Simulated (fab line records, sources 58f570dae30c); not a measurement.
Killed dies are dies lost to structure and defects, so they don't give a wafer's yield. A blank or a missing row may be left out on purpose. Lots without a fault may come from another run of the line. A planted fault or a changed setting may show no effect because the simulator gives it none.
fab line records | flow berkeley_cmos170
record lots=5 wafers=15 last_day=13
route steps=331 shown NVT@105 PVT@115 GATE@125 FIELD@126 PLDD@145
lots that met no fault: from a run of the same line without faults
start_h: hours from the record's first day to the start of the lot's first wafer shown | wait_h: hours since the lot's step before | " the same as in the row above | L1.1+2: a row that stands for several wafers | - no value, or no start given | * or withheld: withheld | < > ~ a bound
route shown NAME@n: a module of which the file shows steps, and the number in the route of the first | usual: mean/standard deviation of fault-free wafers | same: alike in all rows | chamber/n: place in a boat | sites: the reading at each site | _std_site: their standard deviation | _edge_site: outer sites' mean less inner sites' | radius_mm: how far each site lies from the wafer's centre | mask NAME#n: copy n | behind: the tool/chamber that last shaped the wafer | hold: why the lot was held/for how many hours/how that ended | device: the transistor (n, p or np) that didn't switch | end of line: the same wafers' tests at the end of the route | a step without rows: its recipe alone | killed: dies lost to structure and defects at the first sort, not the wafer's yield | map: a wafer's dies, x killed, . not, _ none there
set.NAME: the setting as run; set.NAME@STEP: as run at that earlier step | model.NAME: the simulator's own value behind a step, which no gauge read
lots at some steps of the route; a table a step, a row a wafer
services: from which hour (start_h, from the record's first day; less than 0 if before it) a tool's chamber was out of use, for how many hours, and why
## steps
# step UCB170_NVT_COAT_01
# recipe resist=KrF spin_rpm=1500 resist_thk_nm=900
# columns lot.wafer tool chamber start_h wait_h
L074.2+3+6 litho_track-03 0 118.29 0.1
L076.1+2+4 litho_track-03 0 141.24 0.1
L080.3+4+6 litho_track-03 0 162.12 0.1
L082.1+2+6 litho_track-01 0 169.47 0.1
L095.1+2+4 litho_track-01 0 253.53 0.1
# step UCB170_NVT_SOFTBAKE_02
# recipe resist=KrF temp_c=130 time_s=60
# usual plate_temp_C=129.98/0.15
# columns lot.wafer tool chamber start_h wait_h plate_temp_C
L074.2 litho_track-03 0 118.44 0.1 130.00
L074.3 " 0 " " 129.99
L074.6 " 0 " " 130.12
L076.1 litho_track-03 0 141.39 0.1 129.78
L076.2 " 0 " " 129.88
L076.4 " 0 " " 129.97
L080.3 litho_track-03 0 162.27 0.1 130.14
L080.4 " 0 " " 130.13
L080.6 " 0 " " 130.10
L082.1 litho_track-01 0 169.62 0.1 130.05
L082.2 " 0 " " 129.86
L082.6 " 0 " " 129.71
L095.1 litho_track-01 0 253.68 0.1 129.93
L095.2 " 0 " " 129.85
L095.4 " 0 " " 129.77
# step UCB170_NVT_EXPOSE_03
# recipe mask_id=PWELL target_cd_nm=3000 na=0.5 sigma_outer=0.6 source_shape=conventional dose_mj=30
# columns lot.wafer tool chamber start_h wait_h mask
L074.2+3+6 krf_scanner-02 0 118.95 0.5 PWELL#0
L076.1+2+4 krf_scanner-02 0 141.77 0.4 PWELL#0
L080.3+4+6 krf_scanner-01 0 162.62 0.3 PWELL#0
L082.1+2+6 krf_scanner-02 0 169.77 0.1 PWELL#0
L095.1+2+4 krf_scanner-02 0 253.95 0.2 PWELL#0
# step UCB170_NVT_PEB_04
# recipe peb_temp_c=130 peb_time_s=withheld resist=KrF
# usual plate_temp_C=130.01/0.14
# columns lot.wafer tool chamber start_h wait_h plate_temp_C
L074.2 litho_track-01 0 119.49 0.5 129.93
L074.3 " 0 " " 130.04
L074.6 " 0 " " 129.94
L076.1 litho_track-01 0 141.89 0.1 129.86
L076.2 " 0 " " 129.97
L076.4 " 0 " " 129.88
L080.3 litho_track-01 0 162.75 0.1 129.87
L080.4 " 0 " " 129.67
L080.6 " 0 " " 129.78
L082.1 litho_track-04 0 169.98 0.2 129.89
L082.2 " 0 " " 129.95
L082.6 " 0 " " 129.85
L095.1 litho_track-01 0 254.28 0.3 130.01
L095.2 " 0 " " 130.08
L095.4 " 0 " " 129.72
# step UCB170_NVT_DEVELOP_05
# recipe developer=TMAH develop_time_s=45 resist=KrF dev_temp_c=21
# columns lot.wafer tool chamber start_h wait_h
L074.2+3+6 litho_track-01 0 - -
L076.1+2+4 litho_track-01 0 - -
L080.3+4+6 litho_track-01 0 - -
L082.1+2+6 litho_track-04 0 - -
L095.1+2+4 litho_track-01 0 - -
# step UCB170_NVT_OVL_MEAS_06
# usual NVT_OVL=-5/4.6
# columns lot.wafer tool chamber start_h wait_h NVT_OVL[nm]
L074.2 overlay-01 - 119.74 - 0
L074.3 " - " " 2
L074.6 " - " " -2
L076.1 overlay-01 - 142.16 - -12
L076.2 " - " " -3
L076.4 " - " " -2
L080.3 overlay-01 - 162.99 - -5
L080.4 " - " " -10
L080.6 " - " " -3
L082.1 overlay-02 - 170.26 - -5
L082.2 " - " " -7
L082.6 " - " " 0
L095.1 overlay-01 - 254.55 - -7
L095.2 " - " " -6
L095.4 " - " " -10
# step UCB170_NVT_IMPLANT_07
# recipe species=BF2 dose_cm2=3e+12 energy_kev=49.59 tilt_deg=7
# same implant_ion_amu=49
# columns lot.wafer tool chamber start_h wait_h
L074.2+3+6 implanter-03 0 119.80 0.0
L076.1+2+4 implanter-04 0 142.20 0.0
L080.3+4+6 implanter-03 0 163.06 0.1
L082.1+2+6 implanter-04 0 170.29 0.0
L095.1+2+4 implanter-04 0 254.59 0.0
# step UCB170_NVT_STRIP_08
# recipe chemistry=O2 power_w=400 pressure_mtorr=3500 platen_temp_c=withheld o2_flow_sccm=400 overash_fraction=0.5
# usual drypump_motor_current_A=5.6/0.61 oes_product_au=0.734/0.0044 strip_time_to_endpoint_s=21.64/0.063
# same overash_fraction=0.5
# columns lot.wafer tool chamber start_h wait_h drypump_motor_current_A oes_product_au rf_hours_counter_h strip_time_to_endpoint_s
L074.2 plasma_asher-03 1 119.92 0.1 6.5 0.730 39 21.64
L074.3 " 1 " " 6.6 0.738 - 21.65
L074.6 " 0 " " 5.0 0.741 - 21.62
L076.1 plasma_asher-03 0 142.35 0.1 5.0 0.733 42 21.60
L076.2 " 1 " " 6.5 0.735 42 21.65
L076.4 " 1 " " 6.5 0.738 - 21.65
L080.3 plasma_asher-01 0 163.19 0.1 4.8 0.734 - 21.69
L080.4 " 1 " " 6.2 0.732 - 21.71
L080.6 " 1 " " 6.2 0.741 - 21.68
L082.1 plasma_asher-01 0 170.44 0.1 4.8 0.727 44 21.67
L082.2 " 1 " " 6.2 0.736 44 21.69
L082.6 " 0 " " 4.8 0.740 - 21.67
L095.1 plasma_asher-04 1 254.74 0.1 5.8 0.730 53 21.51
L095.2 " 0 " " 5.4 0.738 53 21.57
L095.4 " 1 " " 5.8 0.731 - 21.55
# step UCB170_NVT_TW_MEAS_09
# usual NVT_TW=524/3.8
# columns lot.wafer tool chamber start_h wait_h NVT_TW
L074.2 film_metro-03 - 120.03 0.1 529
L074.3 " - " " 527
L074.6 " - " " 529
L076.1 film_metro-01 - 142.45 0.1 526
L076.2 " - " " 528
L076.4 " - " " 525
L080.3 film_metro-01 - 163.28 0.1 523
L080.4 " - " " 523
L080.6 " - " " 522
L082.1 film_metro-03 - 170.54 0.1 525
L082.2 " - " " 525
L082.6 " - " " 526
L095.1 film_metro-01 - 254.84 0.1 527
L095.2 " - " " 531
L095.4 " - " " 532
# step UCB170_NVT_CLEAN_10
# recipe chemistry=SPM temp_c=120 time_s=600
# columns lot.wafer tool chamber start_h wait_h
L074.2+3+6 wet_bench-01 3 121.48 1.4
L076.1+2+4 wet_bench-01 2 143.89 1.4
L080.3+4+6 wet_bench-02 3 163.32 0.0
L082.1+2+6 wet_bench-01 3 170.60 0.1
L095.1+2+4 wet_bench-01 3 255.70 0.9
# step UCB170_PVT_HMDS_00
# recipe prime_time_s=60 prime_temp_c=100
# columns lot.wafer tool chamber start_h wait_h
L074.2+3+6 litho_track-03 0 121.72 0.1
L076.1+2+4 litho_track-02 0 144.26 0.2
L080.3+4+6 litho_track-02 0 163.71 0.2
L082.1+2+6 litho_track-02 0 171.10 0.3
L095.1+2+4 litho_track-03 0 255.88 0.0
# step UCB170_PVT_COAT_01
# recipe resist=KrF spin_rpm=1500 resist_thk_nm=900
# columns lot.wafer tool chamber start_h wait_h
L074.2+3+6 litho_track-03 0 121.87 0.1
L076.1+2+4 litho_track-02 0 144.41 0.1
L080.3+4+6 litho_track-02 0 163.86 0.1
L082.1+2+6 litho_track-02 0 171.25 0.1
L095.1+2+4 litho_track-03 0 256.03 0.1
# step UCB170_PVT_SOFTBAKE_02
# recipe resist=KrF temp_c=130 time_s=60
# usual plate_temp_C=130.04/0.13
# columns lot.wafer tool chamber start_h wait_h plate_temp_C
L074.2 litho_track-03 0 122.02 0.1 130.13
L074.3 " 0 " " 130.34
L074.6 " 0 " " 130.22
L076.1 litho_track-02 0 144.56 0.1 129.98
L076.2 " 0 " " 130.07
L076.4 " 0 " " 130.09
L080.3 litho_track-02 0 164.01 0.1 130.02
L080.4 " 0 " " 130.04
L080.6 " 0 " " 130.06
L082.1 litho_track-02 0 171.40 0.1 130.16
L082.2 " 0 " " 130.03
L082.6 " 0 " " 130.10
L095.1 litho_track-03 0 256.18 0.1 129.92
L095.2 " 0 " " 129.89
L095.4 " 0 " " 130.21
# step UCB170_PVT_EXPOSE_03
# recipe mask_id=NWELL target_cd_nm=3000 na=0.5 sigma_outer=0.6 source_shape=conventional dose_mj=30
# columns lot.wafer tool chamber start_h wait_h mask
L074.2+3+6 krf_scanner-02 0 122.36 0.3 NWELL#0
L076.1+2+4 krf_scanner-02 0 144.84 0.2 NWELL#0
L080.3+4+6 krf_scanner-01 0 164.27 0.2 NWELL#0
L082.1+2+6 krf_scanner-01 0 171.67 0.2 NWELL#0
L095.1+2+4 krf_scanner-01 0 256.57 0.4 NWELL#0
# step UCB170_PVT_PEB_04
# recipe peb_temp_c=130 peb_time_s=withheld resist=KrF
# usual plate_temp_C=130.00/0.14
# columns lot.wafer tool chamber start_h wait_h plate_temp_C
L074.2 litho_track-03 0 123.07 0.7 129.74
L074.3 " 0 " " 129.87
L074.6 " 0 " " 129.81
L076.1 litho_track-03 0 145.61 0.8 129.81
L076.2 " 0 " " 129.66
L076.4 " 0 " " 129.73
L080.3 litho_track-01 0 164.74 0.4 130.11
L080.4 " 0 " " 129.90
L080.6 " 0 " " 130.16
L082.1 litho_track-02 0 172.00 0.3 129.93
L082.2 " 0 " " 129.87
L082.6 " 0 " " 129.85
L095.1 litho_track-01 0 257.07 0.5 130.09
L095.2 " 0 " " 129.97
L095.4 " 0 " " 130.11
# step UCB170_PVT_DEVELOP_05
# recipe developer=TMAH develop_time_s=45 resist=KrF dev_temp_c=21
# columns lot.wafer tool chamber start_h wait_h
L074.2+3+6 litho_track-03 0 - -
L076.1+2+4 litho_track-03 0 - -
L080.3+4+6 litho_track-01 0 - -
L082.1+2+6 litho_track-02 0 - -
L095.1+2+4 litho_track-01 0 - -
# step UCB170_PVT_OVL_MEAS_06
# usual PVT_OVL=-2/6.4
# columns lot.wafer tool chamber start_h wait_h PVT_OVL[nm]
L074.2 overlay-02 - 123.32 - 4
L074.3 " - " " -6
L074.6 " - " " 5
L076.1 overlay-01 - 145.89 - -10
L076.2 " - " " -12
L076.4 " - " " -16
L080.3 overlay-02 - 164.97 - 1
L080.4 " - " " -6
L080.6 " - " " -6
L082.1 overlay-01 - 172.27 - -7
L082.2 " - " " -7
L082.6 " - " " 3
L095.1 overlay-02 - 257.35 - 0
L095.2 " - " " 1
L095.4 " - " " 6
# step UCB170_PVT_IMPLANT_07
# recipe species=P dose_cm2=2e+12 energy_kev=29.46 tilt_deg=7
# same implant_ion_amu=31
# columns lot.wafer tool chamber start_h wait_h
L074.2+3+6 implanter-02 0 123.38 0.0
L076.1+2+4 implanter-02 0 145.93 0.0
L080.3+4+6 implanter-03 0 165.05 0.1
L082.1+2+6 implanter-01 0 172.31 0.0
L095.1+2+4 implanter-01 0 257.38 0.0
# step UCB170_PVT_STRIP_08
# recipe chemistry=O2 power_w=400 pressure_mtorr=3500 platen_temp_c=withheld o2_flow_sccm=400 overash_fraction=0.5
# usual drypump_motor_current_A=5.6/0.59 oes_product_au=0.734/0.0046 strip_time_to_endpoint_s=21.64/0.068
# same overash_fraction=0.5
# columns lot.wafer tool chamber start_h wait_h drypump_motor_current_A oes_product_au rf_hours_counter_h strip_time_to_endpoint_s
L074.2 plasma_asher-01 0 123.50 0.1 4.8 0.736 39 21.66
L074.3 " 1 " " 6.2 0.733 - 21.65
L074.6 " 1 " " 6.2 0.729 - 21.69
L076.1 plasma_asher-01 1 146.08 0.1 6.2 0.740 41 21.79
L076.2 " 0 " " 4.9 0.741 41 21.72
L076.4 " 0 " " 4.8 0.729 - 21.74
L080.3 plasma_asher-01 0 165.18 0.1 4.9 0.739 - 21.66
L080.4 " 1 " " 6.2 0.731 - 21.63
L080.6 " 1 " " 6.2 0.738 - 21.65
L082.1 plasma_asher-02 0 172.46 0.1 6.6 0.730 4 21.60
L082.2 " 1 " " 5.5 0.734 4 21.59
L082.6 " 1 " " 5.5 0.732 - 21.58
L095.1 plasma_asher-02 0 257.53 0.1 6.5 0.732 12 21.63
L095.2 " 1 " " 5.4 0.742 12 21.60
L095.4 " 0 " " 6.5 0.733 - 21.63
# step UCB170_PVT_TW_MEAS_09
# usual PVT_TW=505/5.4
# columns lot.wafer tool chamber start_h wait_h PVT_TW
L074.2 film_metro-03 - 123.61 0.1 509
L074.3 " - " " 506
L074.6 " - " " 508
L076.1 film_metro-03 - 146.18 0.1 509
L076.2 " - " " 510
L076.4 " - " " 511
L080.3 film_metro-03 - 165.27 0.1 509
L080.4 " - " " 509
L080.6 " - " " 508
L082.1 film_metro-03 - 172.56 0.1 508
L082.2 " - " " 509
L082.6 " - " " 510
L095.1 film_metro-02 - 257.63 0.1 495
L095.2 " - " " 494
L095.4 " - " " 497
# step UCB170_GATE_WET_ETCH_00
# recipe chemistry=dHF dilution=25:1 target=SiO2 temp_c=25 time_s=200
# columns lot.wafer tool chamber start_h wait_h
L074.2+3+6 wet_bench-03 0 123.66 0.0
L076.1+2+4 wet_bench-01 2 146.36 0.2
L080.3+4+6 wet_bench-03 0 165.31 0.0
L082.1+2+6 wet_bench-03 2 172.62 0.1
L095.1+2+4 wet_bench-03 2 257.69 0.1
# step UCB170_FIELD_THK_MEAS_91
# recipe reads=SiO2_of_FIELD_OXIDATION_01
# usual FIELD_OXIDE_LEFT_2_THK=349/9.6
# columns lot.wafer tool chamber start_h wait_h FIELD_OXIDE_LEFT_2_THK[nm]
L074.2 film_metro-02 - 123.74 0.0 361
L074.3 " - " " 346
L074.6 " - " " 352
L076.1 film_metro-01 - 146.42 0.0 342
L076.2 " - " " 342
L076.4 " - " " 331
L080.3 film_metro-03 - 165.39 0.0 349
L080.4 " - " " 343
L080.6 " - " " 348
L082.1 film_metro-02 - 172.68 0.0 350
L082.2 " - " " 355
L082.6 " - " " 356
L095.1 film_metro-01 - 257.76 0.0 354
L095.2 " - " " 368
L095.4 " - " " 359
# step UCB170_GATE_OXIDATION_01
# recipe temp_c=850 ambient=O2 target_thk_a=66 ox_time_s=1800
# columns lot.wafer tool chamber start_h wait_h
L074.2+3+6 furnace-01 0 127.79 4.0
L076.1+2+4 furnace-04 0 151.41 5.0
L080.3+4+6 furnace-04 0 170.41 5.0
L082.1+2+6 furnace-04 0 175.84 3.1
L095.1+2+4 furnace-01 0 262.04 4.3
# step UCB170_GATE_THK_MEAS_02
# recipe reads=SiO2_of_GATE_OXIDATION_01
# usual GATE_OXIDE_THK=6.65/0.12
# columns lot.wafer tool chamber start_h wait_h GATE_OXIDE_THK[nm]
L074.2 film_metro-04 - 129.30 0.0 6.82
L074.3 " - " " 6.69
L074.6 " - " " 6.71
L076.1 film_metro-01 - 152.91 0.0 6.66
L076.2 " - " " 6.67
L076.4 " - " " 6.67
L080.3 film_metro-02 - 171.93 0.0 6.68
L080.4 " - " " 6.71
L080.6 " - " " 6.68
L082.1 film_metro-02 - 177.34 0.0 6.76
L082.2 " - " " 6.67
L082.6 " - " " 6.65
L095.1 film_metro-01 - 263.54 0.0 6.64
L095.2 " - " " 6.59
L095.4 " - " " 6.60
# step UCB170_GATE_ANNEAL_03
# recipe temp_c=900 time_s=1800 ambient=N2
# columns lot.wafer tool chamber start_h wait_h
L074.2+3+6 furnace-01 0 135.29 6.0
L076.1+2+4 furnace-02 0 156.46 3.5
L080.3+4+6 furnace-01 0 175.41 3.5
L082.1+2+6 furnace-01 0 182.32 5.0
L095.1+2+4 furnace-01 0 270.56 7.0
# step UCB170_GATE_CVD_04
# recipe material=poly-Si temp_c=610 precursor=SiH4 time_s=1440 pressure_mtorr=375 target_thk_nm=214 sih4_flow_sccm=120
# columns lot.wafer tool chamber start_h wait_h
L074.2+3+6 lpcvd-01 1 137.96 1.2
L076.1+2+4 lpcvd-02 0 157.96 0.0
L080.3+4+6 lpcvd-02 1 176.91 0.0
L082.1+2+6 lpcvd-02 0 183.82 0.0
L095.1+2+4 lpcvd-01 1 272.24 0.2
# step UCB170_GATE_THK_MEAS_05
# recipe reads=poly-Si_of_GATE_CVD_04
# usual GATE_POLY_THK=214.5/2.3
# columns lot.wafer tool chamber start_h wait_h GATE_POLY_THK[nm]
L074.2 film_metro-04 - 139.39 0.0 210.7
L074.3 " - " " 212.0
L074.6 " - " " 211.8
L076.1 film_metro-01 - 159.36 0.0 215.5
L076.2 " - " " 215.2
L076.4 " - " " 215.3
L080.3 film_metro-01 - 178.33 0.0 216.7
L080.4 " - " " 215.8
L080.6 " - " " 215.9
L082.1 film_metro-01 - 185.92 0.0 213.9
L082.2 " - " " 213.3
L082.6 " - " " 212.2
L095.1 film_metro-01 - 273.64 0.0 214.6
L095.2 " - " " 214.6
L095.4 " - " " 214.3
# step UCB170_GATE_COAT_06
# recipe resist=BARC temp_c=withheld time_s=withheld spin_rpm=3000 resist_thk_nm=withheld
# columns lot.wafer tool chamber start_h wait_h
L074.2+3+6 litho_track-04 0 140.03 0.6
L076.1+2+4 litho_track-02 0 159.42 0.1
L080.3+4+6 litho_track-02 0 178.56 0.2
L082.1+2+6 litho_track-03 0 185.98 0.1
L095.1+2+4 litho_track-02 0 273.96 0.3
# step UCB170_GATE_COAT_07
# recipe resist=KrF spin_rpm=1500 resist_thk_nm=900
# columns lot.wafer tool chamber start_h wait_h
L074.2+3+6 litho_track-04 0 - -
L076.1+2+4 litho_track-02 0 - -
L080.3+4+6 litho_track-02 0 - -
L082.1+2+6 litho_track-03 0 - -
L095.1+2+4 litho_track-02 0 - -
# step UCB170_GATE_SOFTBAKE_08
# recipe resist=KrF temp_c=130 time_s=60
# usual plate_temp_C=130.00/0.14
# columns lot.wafer tool chamber start_h wait_h plate_temp_C
L074.2 litho_track-04 0 - - 130.03
L074.3 " 0 " " 130.07
L074.6 " 0 " " 130.06
L076.1 litho_track-02 0 - - 130.20
L076.2 " 0 " " 130.00
L076.4 " 0 " " 129.97
L080.3 litho_track-02 0 - - 129.85
L080.4 " 0 " " 129.86
L080.6 " 0 " " 129.77
L082.1 litho_track-03 0 - - 129.83
L082.2 " 0 " " 129.79
L082.6 " 0 " " 129.87
L095.1 litho_track-02 0 - - 130.27
L095.2 " 0 " " 129.98
L095.4 " 0 " " 130.24
# step UCB170_GATE_EXPOSE_09
# recipe mask_id=POLY target_cd_nm=350 na=0.5 sigma_outer=0.6 source_shape=conventional dose_mj=21
# columns lot.wafer tool chamber start_h wait_h mask
L074.2+3+6 krf_scanner-01 0 140.74 - POLY#0
L076.1+2+4 krf_scanner-02 0 159.99 - POLY#0
L080.3+4+6 krf_scanner-01 0 179.15 - POLY#0
L082.1+2+6 krf_scanner-01 0 186.56 - POLY#0
L095.1+2+4 krf_scanner-01 0 274.57 - POLY#0
# step UCB170_GATE_PEB_10
# recipe peb_temp_c=130.8 peb_time_s=withheld resist=KrF
# usual plate_temp_C=130.82/0.14
# columns lot.wafer tool chamber start_h wait_h plate_temp_C
L074.2 litho_track-04 0 141.03 0.3 131.09
L074.3 " 0 " " 130.82
L074.6 " 0 " " 130.85
L076.1 litho_track-04 0 160.11 0.1 130.99
L076.2 " 0 " " 130.89
L076.4 " 0 " " 130.71
L080.3 litho_track-03 0 179.36 0.2 130.87
L080.4 " 0 " " 130.97
L080.6 " 0 " " 130.92
L082.1 litho_track-04 0 186.83 0.3 130.64
L082.2 " 0 " " 130.51
L082.6 " 0 " " 130.89
L095.1 litho_track-02 0 274.69 0.1 130.82
L095.2 " 0 " " 130.84
L095.4 " 0 " " 130.88
# step UCB170_GATE_DEVELOP_11
# recipe developer=TMAH develop_time_s=45 resist=KrF dev_temp_c=21
# columns lot.wafer tool chamber start_h wait_h
L074.2+3+6 litho_track-04 0 - -
L076.1+2+4 litho_track-04 0 - -
L080.3+4+6 litho_track-03 0 - -
L082.1+2+6 litho_track-04 0 - -
L095.1+2+4 litho_track-02 0 - -
# step UCB170_GATE_CD_MEAS_12
# recipe target_cd_nm=350
# usual cd_nm=350.1/1.4
# columns lot.wafer tool chamber start_h wait_h cd_nm
L074.2 cd_sem-01 - 141.30 - 350.8
L074.3 " - " " 351.9
L074.6 " - " " 349.5
L076.1 cd_sem-02 - 160.38 - 351.0
L076.2 " - " " 350.4
L076.4 " - " " 350.3
L080.3 cd_sem-01 - 179.62 - 348.2
L080.4 " - " " 347.6
L080.6 " - " " 349.3
L082.1 cd_sem-01 - 187.10 - 348.9
L082.2 " - " " 350.4
L082.6 " - " " 349.5
L095.1 cd_sem-02 - 274.96 - 352.5
L095.2 " - " " 352.4
L095.4 " - " " 351.1
# step UCB170_GATE_OVL_MEAS_13
# usual GATE_OVL=3/6.1
# columns lot.wafer tool chamber start_h wait_h GATE_OVL[nm]
L074.2 overlay-02 - 141.41 0.1 10
L074.3 " - " " 5
L074.6 " - " " 5
L076.1 overlay-02 - 160.50 0.1 -3
L076.2 " - " " -5
L076.4 " - " " -7
L080.3 overlay-01 - 179.71 0.1 13
L080.4 " - " " 14
L080.6 " - " " 12
L082.1 overlay-01 - 187.22 0.1 3
L082.2 " - " " 7
L082.6 " - " " 6
L095.1 overlay-01 - 275.08 0.1 10
L095.2 " - " " 9
L095.4 " - " " 7
# step UCB170_GATE_ETCH_14
# recipe chemistry=N2/H2 target_depth_a=withheld overetch_a=withheld target=BARC time_s=withheld source_w=500 bias_w=100 pressure_mtorr=30 n2_flow_sccm=100 h2_flow_sccm=200
# usual drypump_motor_current_A=5.78/0.28 oes_product_au=1.003/0.027 throttle_valve_pct=13.28/0.18
# columns lot.wafer tool chamber start_h wait_h drypump_motor_current_A oes_product_au throttle_valve_pct
L074.2 rie_diel-01 3 141.44 0.0 6.13 1.050 12.95
L074.3 " 3 " " 6.14 1.043 12.96
L074.6 " 3 " " 6.12 1.047 12.94
L076.1 rie_diel-01 2 160.54 0.0 5.66 0.979 13.29
L076.2 " 0 " " 5.80 1.002 13.36
L076.4 " 3 " " 6.14 1.023 12.94
L080.3 rie_diel-02 1 179.74 0.0 5.34 1.006 13.19
L080.4 " 0 " " 5.20 0.977 13.55
L080.6 " 0 " " 5.18 0.989 13.52
L082.1 rie_diel-02 0 187.26 0.0 5.24 0.991 13.53
L082.2 " 2 " " 5.97 0.961 13.49
L082.6 " 3 " " 6.09 1.014 13.35
L095.1 rie_diel-02 3 275.12 0.0 6.09 0.996 13.35
L095.2 " 2 " " 5.95 0.956 13.49
L095.4 " 1 " " 5.30 0.995 13.20
# step UCB170_GATE_ETCH_15
# recipe chemistry=HBr/Cl2 target=poly-Si stop_on=SiO2 over_etch_frac=0.3 icp_w=300 bias_w=150 time_s=56.3 pressure_mtorr=15 HBr_flow_sccm=150 Cl2_flow_sccm=50 target_depth_a=2782
# usual drypump_motor_current_A=5.6/0.37 mfc_cl2_sccm=50.02/0.14 oes_product_au=0.830/0.018 throttle_valve_pct=26.38/0.29
# columns lot.wafer tool chamber start_h wait_h drypump_motor_current_A mfc_cl2_sccm oes_product_au rf_hours_counter_h throttle_valve_pct
L074.2 rie_si-01 2 141.50 - 5.9 49.82 0.850 0 26.50
L074.3 " 0 " " 5.6 49.99 0.806 0 26.83
L074.6 " 3 " " 5.7 50.08 0.824 - 26.42
L076.1 rie_si-02 1 160.58 - 5.2 50.00 0.827 113 26.61
L076.2 " 2 " " 5.1 49.96 0.819 11 26.25
L076.4 " 3 " " 5.9 49.98 0.845 60 26.37
L080.3 rie_si-01 3 179.78 - 5.7 50.00 0.842 93 26.44
L080.4 " 1 " " 5.2 50.03 0.827 1 26.02
L080.6 " 3 " " 5.7 49.92 0.837 - 26.43
L082.1 rie_si-01 2 187.30 - 5.9 50.03 0.865 1 26.53
L082.2 " 1 " " 5.1 50.14 0.830 2 26.02
L082.6 " 0 " " 5.6 50.32 0.806 - 26.83
L095.1 rie_si-02 3 275.16 - 6.0 49.87 0.851 60 26.39
L095.2 " 2 " " 5.1 50.04 0.817 12 26.26
L095.4 " 0 " " 6.1 49.90 0.820 1 25.97
# step UCB170_GATE_STRIP_16
# recipe chemistry=O2 power_w=400 pressure_mtorr=3500 platen_temp_c=withheld o2_flow_sccm=400 overash_fraction=0.5
# usual drypump_motor_current_A=5.8/0.71 oes_product_au=0.723/0.0046
# same overash_fraction=0.5
# columns lot.wafer tool chamber start_h wait_h drypump_motor_current_A oes_product_au rf_hours_counter_h
L074.2 plasma_asher-03 1 141.55 0.0 6.5 0.733 42
L074.3 " 1 " " 6.5 0.722 -
L074.6 " 0 " " 5.0 0.730 -
L076.1 plasma_asher-02 1 160.63 0.0 5.5 0.732 3
L076.2 " 0 " " 6.5 0.717 3
L076.4 " 0 " " 6.5 0.724 -
L080.3 plasma_asher-01 0 179.86 0.1 4.8 0.730 -
L080.4 " 1 " " 6.2 0.720 -
L080.6 " 1 " " 6.2 0.723 -
L082.1 plasma_asher-01 1 187.35 0.0 6.2 0.731 46
L082.2 " 0 " " 4.8 0.720 46
L082.6 " 1 " " 6.2 0.717 -
L095.1 plasma_asher-02 1 275.21 0.0 5.5 0.725 14
L095.2 " 0 " " 6.5 0.726 14
L095.4 " 1 " " 5.5 0.726 -
# step UCB170_GATE_CD_MEAS_90
# recipe target_cd_nm=350
# usual cd_nm=350.2/1.6
# columns lot.wafer tool chamber start_h wait_h cd_nm
L074.2 cd_sem-01 - 141.67 0.1 350.3
L074.3 " - " " 352.1
L074.6 " - " " 349.5
L076.1 cd_sem-02 - 160.73 0.1 349.5
L076.2 " - " " 351.3
L076.4 " - " " 350.5
L080.3 cd_sem-02 - 179.97 0.1 348.6
L080.4 " - " " 348.1
L080.6 " - " " 350.1
L082.1 cd_sem-01 - 187.45 0.1 349.8
L082.2 " - " " 351.1
L082.6 " - " " 349.4
L095.1 cd_sem-01 - 275.31 0.1 352.5
L095.2 " - " " 352.0
L095.4 " - " " 351.8
# step UCB170_GATE_CLEAN_17
# recipe chemistry=SPM temp_c=120 time_s=600
# columns lot.wafer tool chamber start_h wait_h
L074.2+3+6 wet_bench-03 2 141.91 0.2
L076.1+2+4 wet_bench-03 1 160.85 0.1
L080.3+4+6 wet_bench-03 0 180.05 0.1
L082.1+2+6 wet_bench-03 2 189.02 1.6
L095.1+2+4 wet_bench-03 1 275.43 0.1
# step UCB170_PLDD_HMDS_00
# recipe prime_time_s=60 prime_temp_c=100
# columns lot.wafer tool chamber start_h wait_h
L074.2+3+6 litho_track-01 0 142.19 0.1
L076.1+2+4 litho_track-04 0 161.02 0.0
L080.3+4+6 litho_track-04 0 180.27 0.1
L082.1+2+6 litho_track-02 0 189.20 0.0
L095.1+2+4 litho_track-01 0 275.61 0.0
# step UCB170_PLDD_COAT_01
# recipe resist=KrF spin_rpm=1500 resist_thk_nm=900
# columns lot.wafer tool chamber start_h wait_h
L074.2+3+6 litho_track-01 0 142.34 0.1
L076.1+2+4 litho_track-04 0 161.17 0.1
L080.3+4+6 litho_track-04 0 180.42 0.1
L082.1+2+6 litho_track-02 0 189.35 0.1
L095.1+2+4 litho_track-01 0 275.76 0.1
# step UCB170_PLDD_SOFTBAKE_02
# recipe resist=KrF temp_c=130 time_s=60
# usual plate_temp_C=130.01/0.13
# columns lot.wafer tool chamber start_h wait_h plate_temp_C
L074.2 litho_track-01 0 142.49 0.1 129.78
L074.3 " 0 " " 129.76
L074.6 " 0 " " 129.90
L076.1 litho_track-04 0 161.32 0.1 129.92
L076.2 " 0 " " 130.20
L076.4 " 0 " " 129.97
L080.3 litho_track-04 0 180.57 0.1 129.94
L080.4 " 0 " " 129.93
L080.6 " 0 " " 129.86
L082.1 litho_track-02 0 189.50 0.1 129.90
L082.2 " 0 " " 130.29
L082.6 " 0 " " 130.11
L095.1 litho_track-01 0 275.91 0.1 129.93
L095.2 " 0 " " 130.01
L095.4 " 0 " " 130.03
# step UCB170_PLDD_EXPOSE_03
# recipe mask_id=PSELECT na=0.5 sigma_outer=0.6 source_shape=conventional target_cd_nm=1200 dose_mj=30
# columns lot.wafer tool chamber start_h wait_h mask
L074.2+3+6 krf_scanner-02 0 142.93 0.4 PSELECT#0
L076.1+2+4 krf_scanner-01 0 161.60 0.2 PSELECT#0
L080.3+4+6 krf_scanner-01 0 180.71 0.1 PSELECT#0
L082.1+2+6 krf_scanner-02 0 189.77 0.2 PSELECT#0
L095.1+2+4 krf_scanner-01 0 276.18 0.2 PSELECT#0
## services
# columns tool chamber start_h hours kind
krf_scanner-02 - 95.09 0.8 repair
implanter-03 - 98.24 1.5 repair
plasma_asher-02 - 101.13 2.1 repair
plasma_asher-03 - 101.27 0.5 repair
krf_scanner-01 - 107.39 1.0 pm
plasma_asher-02 - 108.75 9.0 pm
krf_scanner-02 - 111.89 0.7 repair
plasma_asher-02 - 120.66 14.6 pm
implanter-03 - 124.46 1.6 repair
rie_diel-02 3 135.07 9.6 repair
krf_scanner-01 - 135.56 0.8 pm
krf_scanner-01 - 140.84 3.6 pm
rie_diel-02 2 144.22 18.8 repair
furnace-04 - 145.32 4.8 pm
krf_scanner-01 - 156.61 1.8 repair
furnace-01 - 158.93 3.5 pm
krf_scanner-02 - 198.41 1.3 pm
krf_scanner-01 - 207.42 1.3 pm
furnace-01 - 220.37 4.1 pm
krf_scanner-01 - 222.79 11.6 pm
krf_scanner-02 - 241.08 1.0 pm
plasma_asher-01 - 263.73 15.1 repair
krf_scanner-01 - 267.66 2.8 repair
krf_scanner-01 - 268.39 6.0 repair
## key
fault none
